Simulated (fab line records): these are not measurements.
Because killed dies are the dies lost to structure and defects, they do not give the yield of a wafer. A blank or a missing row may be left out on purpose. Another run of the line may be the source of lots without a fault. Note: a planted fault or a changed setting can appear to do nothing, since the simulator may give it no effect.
Which tool is to blame?    flow ritCmos    Sampling: 14 lots, 42 wafers, 2 of 202 route steps

WHAT THE GAUGES SHOWED, per wafer
The record lacks any reading of a measuring or inspecting step that a usual standard deviation could be used to judge.

WHAT TOOL EACH LOT RAN ON (gives the tool, then ch and the chambers of the sampled wafers, and finally the start)
lot   RIT_NRETRO_IMPLANT_08           RIT_M1_PROBE_99
L497  implanter-02 ch 0, day 2 06:12  -
L498  implanter-04 ch 0, day 2 11:23  -
L500  implanter-04 ch 0, day 2 21:11  -
L501  implanter-03 ch 0, day 3 01:23  -
L502  implanter-03 ch 0, day 3 07:44  -
L503  implanter-03 ch 0, day 3 11:52  -
L508  implanter-02 ch 0, day 4 12:09  prober-02, day 5 17:45
L509  implanter-02 ch 0, day 4 17:28  -
L510  implanter-02 ch 0, day 4 22:12  prober-02, day 6 06:09
L514  implanter-04 ch 0, day 5 19:06  prober-02, day 6 21:44
L515  implanter-03 ch 0, day 5 23:23  -
L516  implanter-04 ch 0, day 6 05:58  -
L517  implanter-03 ch 0, day 6 11:48  prober-02, day 7 17:35
L519  implanter-04 ch 0, day 6 19:07  -
- RIT_NRETRO_IMPLANT_08
- RIT_M1_PROBE_99

AS READ BY THE TOOLS THEMSELVES (means over the sampled wafers that have a number; for cases with no such wafer, the mark the record gives instead)
RIT_NRETRO_IMPLANT_08.
lot   tool          beamEnergyKeV
L497  implanter-02  70.025
L498  implanter-04  70.017
L500  implanter-04  69.998
L501  implanter-03  70.008
L502  implanter-03  70.016
L503  implanter-03  70.004
L508  implanter-02  69.994
L509  implanter-02  75.258
L510  implanter-02  75.263
L514  implanter-04  70.018
L515  implanter-03  69.988
L516  implanter-04  69.967
L517  implanter-03  69.989
L519  implanter-04  70.040

RIT_M1_PROBE_99.
lot   tool       killed_at_M0_to_M3  killedAtContacts  killedAtFrontEnd  killedDies  killedOpen  killedShort
L508  prober-02  0.0                 0.0               7                 7           2.0         5.0
L510  prober-02  0.0                 0.0               8                 8           3.0         5.0
L514  prober-02  0.0                 0.0               6                 6           3.3         3.0
L517  prober-02  0.0                 0.0               10                10          4.7         5.0

THE ANSWER, worked out from the rows above alone
Rule: what is usual is taken from the lots themselves. The widest of any qualifying gaps counts: lots, ordered by their means at a reading, are off when they make up no more than a third of the lots, leave a main group of 4 or more, and stand apart from it by 3 or more times the standard deviation of that group's means. If all means in a main group match to the digits the tables above print for the reading, that group is not used. Also off: a lot with no number at a reading for which 4 or more lots have one. All remaining lots with rows at the step are treated as sound. Order of review: gauges by route order, followed by the tools' own readings, for which a lot's mean as printed above is used. The first step at which some lot is off is used, and at that step the reading that is off furthest; a lot without a number counts as furthest.
Off, at RIT_NRETRO_IMPLANT_08 on beamEnergyKeV: L509, L510. The main group has a mean of 70.005 with a standard deviation of 0.019.
If a tool, at that step or one of the process steps before it, ran each lot that is off and ran no sound lot following the first of them, it fits. One fits: RIT_NRETRO_IMPLANT_08 on implanter-02. A fault onset in the window from L508 (day 4 12:09, its last sound lot) to L509 (day 4 17:28, its first lot off) fits.
On the lots that are off, the tool's own readings at RIT_NRETRO_IMPLANT_08 differ by more than 5 times the standard deviation of the sound lots' means, which bears it out; beamEnergyKeV reads 75.261 there versus 70.005 on the sound lots.

WHAT THE SIMULATOR PUT IN
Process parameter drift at RIT_NRETRO_IMPLANT_08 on implanter-02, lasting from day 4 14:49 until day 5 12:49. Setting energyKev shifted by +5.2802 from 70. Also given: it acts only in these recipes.
Shown lots that were struck: L509, L510. The rule above reached the same finding.
